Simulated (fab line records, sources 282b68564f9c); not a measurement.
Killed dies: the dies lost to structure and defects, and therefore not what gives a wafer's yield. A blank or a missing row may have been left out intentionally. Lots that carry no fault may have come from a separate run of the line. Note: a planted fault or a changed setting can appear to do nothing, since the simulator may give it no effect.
A struck lot beside a sound one	flow rit-cmos	27 out of 202 route steps
Sound: wafers L540.1, L540.2, L540.3. Struck: wafers L545.3, L545.5 (left out: L545.2, a lot-mate that was not struck); the cause follows at the end.
For every step that has rows: the tool of each side, followed by ch and its chambers, followed by its first start. Under that, the readings that differ: sound wafers	struck wafers	difference of the means	sigmas: that difference in standard deviations of wafers without a fault.
alike: readings whose means differ by less than 2 such deviations, and words and numbers that are the same on both sides. not compared: withheld readings, readings that some wafer has no value for, bounds like >300 that may hide the same value, and numbers for which the record gives no deviation and whose values overlap.
The two part at a step that has a row with sigmas, a row that says differs or no value, or rows on one side only. Non-overlapping numbers with no deviation appear without sigmas and do not part them. A reading that every wafer of one side lacks parts them only if that side has two wafers or more.

first, 4 steps without rows for these wafers: RIT_CONTACT_SOFTBAKE_04 (time 60 s); RIT_CONTACT_EXPOSE_05 (exposes mask M11, target cd 1000 nm); RIT_CONTACT_PEB_06; RIT_CONTACT_DEVELOP_07 (develop time 120 s).
RIT_CONTACT_CD_MEAS_08: target cd 1000 nm.
  sound on cd-sem-02, day 3 14:52; struck on cd-sem-01, day 4 14:11
  alike: cd-nm
RIT_CONTACT_OVL_MEAS_09:
  sound on overlay-01, day 3 14:59; struck on overlay-01, day 4 14:17
  alike: CONTACT_OVL
then, 1 step without rows for these wafers: RIT_CONTACT_HARDBAKE_10 (time 60 s).
RIT_CONTACT_ETCH_11: etches SiO2 in CHF3/CF4/Ar, stops on TiSi2, target depth 480 nm, time 320 s.
  sound on rie-diel-03 ch 0,1,3, day 3 15:11; struck on rie-diel-04 ch 1,3, day 4 14:43
  alike: drypump-motor-current-A, oes-product-au, throttle-valve-pct
  not compared: rf-hours-counter-h
RIT_CONTACT_STRIP_12: strips in O2, time 180 s.
  sound on plasma-asher-03 ch 0,1, day 3 15:22; struck on plasma-asher-02 ch 0, day 4 14:55
  alike: drypump-motor-current-A
  not compared: rf-hours-counter-h
RIT_CONTACT_CD_MEAS_90: target cd 1000 nm.
  sound on cd-sem-01, day 3 15:33; struck on cd-sem-02, day 4 15:06
  alike: cd-nm
then, 2 steps without rows for these wafers: RIT_CONTACT_CLEAN_13 (cleans in SC1, time 600 s); RIT_CONTACT_CLEAN_14 (cleans in SC2, time 600 s).
RIT_M1_SPUTTER_00: material Al, target thk 400 nm, time 500 s.
  sound on pvd-sputter-03, day 3 16:03; struck on pvd-sputter-03, day 4 15:33
reading	sound	struck	difference	sigmas
throttle-valve-pct (%)	29.3 28.8 28.7	32.4 32.3	+3.4	+3
model.Al_of_M1_SPUTTER_00.thk-nm (nm)	403.9 400.4 401.3	448.5 445.7	+45.2	
RIT_M1_RS_MEAS_01: the measuring method here is four-point-probe.
  sound on film-metro-03, day 3 16:21; struck on film-metro-04, day 4 15:52
reading	sound	struck	difference	sigmas
M1_AL_RS (ohm/sq)	0.0727 0.0734 0.0734	0.0652 0.0657	-0.0077	-10
RIT_M1_THK_MEAS_02: measures by xrf.
  sound on film-metro-03, day 3 16:28; struck on film-metro-04, day 4 15:59
reading	sound	struck	difference	sigmas
M1_AL_THK (nm)	403 399 402	441 438	+38	+8
then, 6 steps without rows for these wafers: RIT_M1_HMDS_03 (prime time 60 s); RIT_M1_COAT_04 (resist thk 1300 nm); RIT_M1_SOFTBAKE_05 (time 60 s); RIT_M1_EXPOSE_06 (exposes mask M12, target cd 2600 nm); RIT_M1_PEB_07; RIT_M1_DEVELOP_08 (develop time 68 s).
RIT_M1_CD_MEAS_09: target cd 2600 nm.
  sound on cd-sem-02, day 3 17:40; struck on cd-sem-01, day 4 16:56
  alike: cd-nm
RIT_M1_OVL_MEAS_10:
  sound on overlay-02, day 3 17:47; struck on overlay-02, day 4 17:02
reading	sound	struck	difference	sigmas
M1_OVL (nm)	1.7 2.4 1.4	-1.8 -1.5	-3.5	-2
then, 1 step without rows for these wafers: RIT_M1_HARDBAKE_11 (time 120 s).
RIT_M1_METAL_ETCH_12: etches Al in Cl2/BCl3, stops on SiO2, time 165 s, target depth 600 nm.
  sound on rie-metal-03 ch 0,1, day 3 18:04; struck on rie-metal-04 ch 1, day 4 17:19
reading	sound	struck	difference	sigmas
oes-product-au (a.u.)	0.782 0.775 0.782	0.850 0.850	+0.070	+5
throttle-valve-pct (%)	8.11 8.27 8.27	8.50 8.51	+0.29	+2
  alike: drypump-motor-current-A
  not compared: rf-hours-counter-h
then, 1 step without rows for these wafers: RIT_M1_STRIP_13 (strips in nmp, time 600 s).
RIT_M1_PROBE_99:
  sound on prober-01, day 3 20:23; struck on prober-02, day 4 19:40
reading	sound	struck	difference	sigmas
model.etest.m1.rs-ohm-sq	0.07196 0.07269 0.07179	0.06458 0.06502	-0.00735	
  alike: defect-limited-yield, killed-at-contacts, killed-at-front-end, killed-dies, killed-open, killed-short, sort_bin_3_pad_short, sort_bin_5_function, sort_bin_6_memory, sort-n-pass, sort-yield-pct

## WHERE THEY PART
Earliest at RIT_M1_SPUTTER_00; latest, in this record, at RIT_M1_METAL_ETCH_12. Later steps at which nothing parts them and some readings are alike: RIT_M1_PROBE_99.

WHY: whatever the simulator had introduced
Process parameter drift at RIT_M1_SPUTTER_00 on pvd-sputter-03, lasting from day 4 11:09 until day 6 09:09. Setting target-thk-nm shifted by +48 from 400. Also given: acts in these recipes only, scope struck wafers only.
